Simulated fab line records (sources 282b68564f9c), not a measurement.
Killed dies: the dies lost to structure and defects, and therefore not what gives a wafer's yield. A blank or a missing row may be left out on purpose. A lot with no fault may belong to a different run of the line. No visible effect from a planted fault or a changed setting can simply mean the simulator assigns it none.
What tool caused it? | flow rit-cmos | 21 wafers from 7 lots sampled at 3 of the route's 202 steps

== WHAT THE GAUGES READ, wafer by wafer ==
RIT_NWELL_TW_MEAS_10.
lot  | measured    | on            | NWELL_TW
L111 | day 2 03:05 | film-metro-03 | 2138 2123 2138
L114 | day 2 17:38 | film-metro-03 | 2138 2146 2152
L117 | day 3 08:46 | film-metro-04 | 2180 2175 2181
L122 | day 4 09:37 | film-metro-03 | 1014 1009 1013
L125 | day 4 23:53 | film-metro-03 | 2129 2143 2131
L131 | day 6 06:03 | film-metro-02 | 2167 2169 2158
L133 | day 6 15:56 | film-metro-04 | 2172 2163 2159

== WHAT TOOL EACH LOT RAN ON (gives the tool, then ch and the chambers of the sampled wafers, and finally the start) ==
lot  | RIT_NWELL_IMPLANT_08           | RIT_NWELL_STRIP_09
L111 | implanter-03 ch 0, day 2 02:48 | plasma-asher-01 ch 0,1, day 2 02:56
L114 | implanter-02 ch 0, day 2 17:19 | plasma-asher-01 ch 0,1, day 2 17:28
L117 | implanter-03 ch 0, day 3 08:28 | plasma-asher-03 ch 1, day 3 08:35
L122 | implanter-04 ch 0, day 4 09:18 | plasma-asher-03 ch 0,1, day 4 09:26
L125 | implanter-02 ch 0, day 4 23:34 | plasma-asher-03 ch 0,1, day 4 23:42
L131 | implanter-03 ch 0, day 6 05:44 | plasma-asher-01 ch 0, day 6 05:52
L133 | implanter-03 ch 0, day 6 15:37 | plasma-asher-03 ch 0,1, day 6 15:46
- RIT_NWELL_IMPLANT_08
- RIT_NWELL_STRIP_09: strips in O2, time 180 s.

== THE ANSWER, worked out from the rows above alone ==
Rule: usual is defined by the lots themselves. The widest of any qualifying gaps counts: lots, ordered by their means at a reading, are off when they make up no more than a third of the lots, leave a main group of 4 or more, and stand apart from it by 3 or more times the standard deviation of that group's means. If all means in a main group match to the digits the tables above print for the reading, that group is not used. Also off: a lot with no number at a reading for which 4 or more lots have one. Where the step has rows for the other lots, those lots are counted as sound.
Off: L122, at RIT_NWELL_TW_MEAS_10 (NWELL_TW). Main group: mean 2153, sd 17.
A tool fits if, at a process step before that reading, it ran every lot that is off, and no sound lot after the first of them. The gauges at RIT_NWELL_TW_MEAS_10 are tried like those tools. One fits: RIT_NWELL_IMPLANT_08 on implanter-04. It ran no sound lot before its first lot that is off in this sample, so the start can't be narrowed down.

== WHAT THE SIMULATOR PUT IN ==
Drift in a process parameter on implanter-04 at RIT_NWELL_IMPLANT_08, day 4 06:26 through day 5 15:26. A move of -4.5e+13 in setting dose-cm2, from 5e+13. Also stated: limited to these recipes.
Lots struck among those shown: L122. The same result came from the rule above.
